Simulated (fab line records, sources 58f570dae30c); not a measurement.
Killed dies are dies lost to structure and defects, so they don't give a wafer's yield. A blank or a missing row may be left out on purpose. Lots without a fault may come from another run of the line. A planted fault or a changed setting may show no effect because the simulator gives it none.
Split-lot experiment | flow berkeley_cmos170 | 5 lots, 23 wafers read, on a route of 331 steps

THE SPLIT
At UCB170_SILICIDE_SPUTTER_01 (material Ti, target thk 30 nm, time 25 s), the setting power_w was moved away from the recipe's 1500 W on 8 of the 23 wafers read, by -11.4% to +11.2%. The other wafers ran this setting at the recipe's value.

FROM THE SPLIT TO THE READING: what the file shows between them, 1 step
- UCB170_SILICIDE_RS_MEAS_02: measures by four-point-probe

THE READING
SILICIDE_TI_THK, in nm, at UCB170_SILICIDE_THK_MEAS_03 (measures by xrf). Fault-free wafers of this fab line usually give 30.26 nm, standard deviation 0.28 nm.

wafer  | tool, chamber at the split | power_w as run, W | against the recipe | SILICIDE_TI_THK, nm | against lot-mates on the recipe
L074.2 | pvd_sputter-02, -          | 1554              | +3.6%              | 31.93               | +1.53
L074.3 | pvd_sputter-02, -          | 1554              | +3.6%              | 31.29               | +0.89
L074.4 | pvd_sputter-02, -          | 1500              | recipe             | 30.35               | -
L074.5 | pvd_sputter-02, -          | 1500              | recipe             | 30.37               | -
L074.6 | pvd_sputter-02, -          | 1500              | recipe             | 30.48               | -
L076.1 | pvd_sputter-03, -          | 1500              | recipe             | 30.01               | -
L076.2 | pvd_sputter-03, -          | 1500              | recipe             | 29.92               | -
L076.3 | pvd_sputter-03, -          | 1500              | recipe             | 29.81               | -
L076.4 | pvd_sputter-03, -          | 1500              | recipe             | 30.00               | -
L076.5 | pvd_sputter-03, -          | 1500              | recipe             | 30.06               | -
L078.1 | pvd_sputter-03, -          | 1500              | recipe             | 29.77               | -
L078.3 | pvd_sputter-03, -          | 1668              | +11.2%             | 33.20               | +3.30
L078.4 | pvd_sputter-03, -          | 1668              | +11.2%             | 33.03               | +3.13
L078.5 | pvd_sputter-03, -          | 1668              | +11.2%             | 33.16               | +3.26
L078.6 | pvd_sputter-03, -          | 1500              | recipe             | 30.03               | -
L079.3 | pvd_sputter-02, -          | 1500              | recipe             | 30.46               | -
L079.4 | pvd_sputter-02, -          | 1500              | recipe             | 30.74               | -
L079.6 | pvd_sputter-02, -          | 1500              | recipe             | 30.78               | -
L084.2 | pvd_sputter-03, -          | 1329              | -11.4%             | 26.57               | -3.92
L084.3 | pvd_sputter-03, -          | 1329              | -11.4%             | 27.01               | -3.48
L084.4 | pvd_sputter-03, -          | 1329              | -11.4%             | 26.83               | -3.66
L084.5 | pvd_sputter-03, -          | 1500              | recipe             | 30.31               | -
L084.6 | pvd_sputter-03, -          | 1500              | recipe             | 30.68               | -

THE FIT
A straight line over all 23 wafers: SILICIDE_TI_THK changes by +0.284 nm for each +1% of power_w; r = +0.98; the points scatter about the line by 0.34 nm.
The same after taking each lot's own level away (the mean of its wafers on the recipe; 23 wafers): +0.308 nm for each +1%; r = +1.00; scatter 0.19 nm.
On that fit, the largest move of power_w shifts the reading by 3.5 nm.
The lots' own levels span 29.900 to 30.660 nm, that is 2.7 times the standard deviation above.
So the lot-to-lot level changes the slope little: the two slopes agree.
Check: with one of the wafers moved furthest among these (-11.4%) left out of the fit, the line predicts -3.45 nm for it against its lot-mates. It came out at -3.92 nm against them.

OTHER SPLITS ON THESE WAFERS
These wafers also went through other splits before the reading. Each is held against what the fit with the lots' levels taken away leaves over:
other split on the same wafers   | wafers away from the commonest value | r with SILICIDE_TI_THK (lot level and that fit taken away)
UCB170_PLDD_EXPOSE_03 dose_mj    | 10                                   | +0.16
UCB170_NLDD_EXPOSE_03 dose_mj    | 7                                    | -0.06
UCB170_SPACER_CVD_00 time_s      | 9                                    | -0.17
UCB170_SPACER_ETCHBACK_03 time_s | 11                                   | -0.24
UCB170_NSD_IMPLANT_08 energy_kev | 7                                    | -0.33

THE WHOLE CHAIN: every reading that the file lists as answering this split, in the file's order
step                        | what it does                             | reading                                                                           | change (the file's fit)               | r (the file's)
UCB170_SILICIDE_SPUTTER_01  | material Ti, target thk 30 nm, time 25 s | Ti_of_SILICIDE_SPUTTER_01.thk_nm (the simulator's own value, which no gauge read) | +0.305 nm for each +1% of the setting | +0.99
UCB170_SILICIDE_RS_MEAS_02  | measures by four-point-probe             | SILICIDE_TI_RS                                                                    | -0.318 for each +1% of the setting    | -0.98
UCB170_SILICIDE_THK_MEAS_03 | measures by xrf                          | SILICIDE_TI_THK                                                                   | +0.308 for each +1% of the setting    | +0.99

THE FILE'S OWN FIT
SILICIDE_TI_THK changes by +0.308 nm for each +1% of power_w, r = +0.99.
